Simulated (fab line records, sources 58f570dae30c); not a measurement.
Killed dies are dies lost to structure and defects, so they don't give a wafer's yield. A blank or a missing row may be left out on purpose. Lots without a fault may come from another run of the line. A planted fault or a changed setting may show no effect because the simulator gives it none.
Chamber matching | flow berkeley_cmos170 | UCB170_GATE_ETCH_15 on rie_si-02: 4 sister chambers
The step etches poly-Si in HBr/Cl2, stops on SiO2, time 56.3 s, target depth 278.2 nm. 4 wafers are shown with their chamber, then 7 later ones without.

WAFERS WITH THEIR CHAMBER
wafer  | chamber | throttle_valve_pct (%)
L207.1 | 0       | 26.62
L207.5 | 1       | 26.72
L216.2 | 2       | 26.36
L216.4 | 3       | 26.31

WAFERS WITHOUT THEIR CHAMBER
wafer  | throttle_valve_pct (%)
L216.6 | 26.72
L219.3 | 26.64
L219.5 | 26.33
L219.6 | 26.65
L223.1 | 26.70
L223.2 | 26.30
L223.6 | 26.70

WHICH CHAMBER EACH WENT THROUGH
wafer  | from the rows above     | in truth
L216.6 | 1                       | 1
L219.3 | 0                       | 0
L219.5 | can't be placed: 3 or 2 | 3
L219.6 | 0                       | 0
L223.1 | 1                       | 1
L223.2 | 3                       | 3
L223.6 | 1                       | 1
Placed correctly: 6 of 7. Can't be placed from these rows: 1 (the true chamber is among the candidates in 1). Placed wrongly: 0.
How it was worked out, from the rows above alone: a wafer's distance from a chamber is the root of the sum, over the readings, of the square of ((its reading less the chamber's mean) divided by the reading's scatter). The wafer belongs to the nearest chamber; if the next one is less than 2 further off, it can't be placed. A chamber's mean is the mean of its shown wafers. The scatter: with one shown wafer a chamber, the root of the mean of the squares of how far each hidden wafer lies from its nearest shown one.
